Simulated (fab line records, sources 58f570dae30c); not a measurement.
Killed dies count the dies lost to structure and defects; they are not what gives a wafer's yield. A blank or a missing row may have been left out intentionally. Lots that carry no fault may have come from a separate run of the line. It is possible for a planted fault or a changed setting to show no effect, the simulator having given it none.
Which tool did it? :: flow berkeley_cmos170 :: Sampling: 7 lots, 21 wafers, 2 of 331 route steps

== WHAT EACH GAUGE READ, for each wafer ==
UCB170_M2_OVL_MEAS_16.
lot: L826
measured: day 7 11:46
on: overlay-01
M2_OVL (nm): 11 6 5

lot: L827
measured: day 7 19:03
on: overlay-01
M2_OVL (nm): -2 4 -2

lot: L831
measured: day 8 16:58
on: overlay-02
M2_OVL (nm): 3 8 10

lot: L833
measured: day 9 01:21
on: overlay-02
M2_OVL (nm): 5 6 3

lot: L836
measured: day 9 19:11
on: overlay-02
M2_OVL (nm): 9 5 -2

lot: L842
measured: day 11 10:34
on: overlay-01
M2_OVL (nm): 4 3 -1

lot: L845
measured: day 12 03:38
on: overlay-02
M2_OVL (nm): 2 3 -5

== EACH LOT AND THE TOOL THAT RAN IT (in order: tool; ch and the chambers of the sampled wafers; start) ==
lot: L826
UCB170_CONTACT_ETCH_18: rie_diel-04 ch 0,2,3, day 7 11:46 or earlier

lot: L827
UCB170_CONTACT_ETCH_18: rie_diel-04 ch 0,1,3, day 7 19:03 or earlier

lot: L831
UCB170_CONTACT_ETCH_18: rie_diel-02 ch 1,2,3, day 8 16:58 or earlier

lot: L833
UCB170_CONTACT_ETCH_18: rie_diel-02 ch 0,1,3, day 9 01:21 or earlier

lot: L836
UCB170_CONTACT_ETCH_18: rie_diel-01 ch 1,2,3, day 9 19:11 or earlier

lot: L842
UCB170_CONTACT_ETCH_18: rie_diel-02 ch 0,2, day 11 10:34 or earlier

lot: L845
UCB170_CONTACT_ETCH_18: rie_diel-04 ch 0,1,3, day 12 03:38 or earlier
- UCB170_CONTACT_ETCH_18: etches PSG in CHF3/CF4/Ar, stops on TiSi2, target depth 840 nm, time 195 s.

== THE ANSWER, worked out from the rows above alone ==
Rule: the lots themselves supply what counts as usual. Put in order of their means at a reading, lots are off if they are a third of the lots or fewer, leave a main group of 4 or more, and stand apart from it by a gap of 3 or more times the standard deviation of the main group's means; of several such gaps the widest counts. Not used: any main group whose means are identical at the precision the tables above print for the reading. Also off: a lot with no number at a reading for which 4 or more lots have one. Where the step has rows for the other lots, those lots are counted as sound.
No lot is off at any reading shown: from this, nothing can be told.

== WHAT THE SIMULATOR HAD INSERTED ==
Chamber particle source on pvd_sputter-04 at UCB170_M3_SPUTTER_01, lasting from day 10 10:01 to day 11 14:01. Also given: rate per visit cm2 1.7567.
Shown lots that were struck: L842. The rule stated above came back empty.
